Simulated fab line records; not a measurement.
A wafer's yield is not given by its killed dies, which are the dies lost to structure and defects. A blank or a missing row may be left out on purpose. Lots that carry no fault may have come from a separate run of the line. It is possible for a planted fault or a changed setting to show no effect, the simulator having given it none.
Comparing a struck lot with a sound one ; flow berkeley cmos170 ; 25 steps out of a route of 331
Sound: these wafers, L519.1, L519.4, L519.5. The struck wafers were L527.3, L527.4, L527.6. At the end, the cause is stated.
Order at every step that has rows: each side's tool, ch and its chambers, its first start. Under that, the readings that differ: sound wafers ; struck wafers ; difference of the means ; sigmas: that difference in standard deviations of wafers without a fault.
alike: same words and numbers on both sides, and readings whose means sit less than 2 such deviations apart. not compared: any withheld reading, any reading some wafer has no value for, any bound like >300 that may hide the same value, and any number with overlapping values for which the record gives no deviation.
A row with sigmas, a row that says differs or no value, or rows on one side alone: a step with any of these is where the two part. Numbers that have no deviation but don't overlap get no sigmas and don't part them. Lack of a reading on every wafer of one side parts them only where that side has two or more wafers.

first, 2 steps without rows for these wafers: UCB170_ACTIVE_ANNEAL_04 (time 900 s); UCB170_ACTIVE_CVD_05 (deposits Si3N4 from SiH2Cl2/NH3, target thk 220 nm, time 3300 s).
UCB170_ACTIVE_THK_MEAS_06:
  sound on film metro-04, day 5 06:29; struck on film metro-01, day 6 23:13
reading;sound;struck;difference;sigmas
ACTIVE_NITRIDE_THK (nm);223.8 226.0 224.5;217.3 217.2 218.2;-7.2;-3
then, 6 steps without rows for these wafers: UCB170_ACTIVE_HMDS_07 (prime time 60 s); UCB170_ACTIVE_COAT_08 (resist thk 900 nm); UCB170_ACTIVE_SOFTBAKE_09 (time 60 s); UCB170_ACTIVE_EXPOSE_10 (exposes mask ACTIVE, target cd 1200 nm); UCB170_ACTIVE_PEB_11; UCB170_ACTIVE_DEVELOP_12 (develop time 45 s).
UCB170_ACTIVE_CD_MEAS_13: the cd target is 1200 nm.
  sound on cd sem-01, day 5 09:07; struck on cd sem-01, day 7 00:28
  alike: cd nm
UCB170_ACTIVE_OVL_MEAS_14:
  sound on overlay-02, day 5 09:14; struck on overlay-01, day 7 00:34
  alike: ACTIVE_OVL
UCB170_ACTIVE_ETCH_15: etches Si3N4 in CH3F/Ar/O2, stops on SiO2, target depth 242 nm, time 151 s.
  sound on rie diel-03 ch 0,2,3, day 5 09:16; struck on rie diel-02 ch 0,1,3, day 7 00:35
  alike: drypump motor current A, oes product au, throttle valve pct
  not compared: rf hours counter h
UCB170_ACTIVE_STRIP_16: strips in O2.
  sound on plasma asher-02 ch 0,1, day 5 09:23; struck on plasma asher-01 ch 0,1, day 7 00:43
  no value came back on the struck wafers for chamber pressure mTorr (mTorr), drypump motor current A (A), oes product au (a.u.), strip time to endpoint s (s); on the sound wafers chamber pressure mTorr (mTorr) reads 3500 3501 3501
reading;sound;struck;difference;sigmas
model.KrF_of_ACTIVE_COAT_08.thk nm (nm);0 0 0;718.4 717.8 718.1;+718.1;
  not compared: rf hours counter h
UCB170_ACTIVE_CD_MEAS_90: the cd target is 1200 nm.
  sound on cd sem-01, day 5 09:29; struck on cd sem-01, day 7 00:50
  alike: cd nm
then, 7 steps without rows for these wafers: UCB170_ACTIVE_CLEAN_17 (cleans in SPM, time 600 s); UCB170_PFIELD_HMDS_00 (prime time 60 s); UCB170_PFIELD_COAT_01 (resist thk 900 nm); UCB170_PFIELD_SOFTBAKE_02 (time 60 s); UCB170_PFIELD_EXPOSE_03 (exposes mask PFIELD, target cd 1500 nm); UCB170_PFIELD_PEB_04; UCB170_PFIELD_DEVELOP_05 (develop time 45 s).
UCB170_PFIELD_OVL_MEAS_06:
  sound on overlay-01, day 5 12:01; struck on overlay-01, day 7 04:19
  alike: PFIELD_OVL
following that, these wafers have no rows for 1 step: UCB170_PFIELD_IMPLANT_07.
UCB170_PFIELD_STRIP_08: strips in O2.
  sound on plasma asher-03 ch 0,1, day 5 12:12; struck on plasma asher-04 ch 0,1, day 7 04:31
reading;sound;struck;difference;sigmas
chamber pressure mTorr (mTorr);3505 3500 3509;3498 3497 3495;-8;-3
strip time to endpoint s (s);21.65 21.61 21.60;42.99 42.94 42.92;+21.33;+99 or more
  alike: drypump motor current A, oes product au
  not compared: rf hours counter h
UCB170_PFIELD_TW_MEAS_09:
  sound on film metro-03, day 5 12:18; struck on film metro-03, day 7 04:50
reading;sound;struck;difference;sigmas
PFIELD_TW;598 602 599;30 30 30;-570;-99 or more
  not compared: hold

WHERE THEY PART
Last at UCB170_PFIELD_TW_MEAS_09 as far as this record goes, first at UCB170_ACTIVE_THK_MEAS_06.

WHY: whatever the simulator had introduced
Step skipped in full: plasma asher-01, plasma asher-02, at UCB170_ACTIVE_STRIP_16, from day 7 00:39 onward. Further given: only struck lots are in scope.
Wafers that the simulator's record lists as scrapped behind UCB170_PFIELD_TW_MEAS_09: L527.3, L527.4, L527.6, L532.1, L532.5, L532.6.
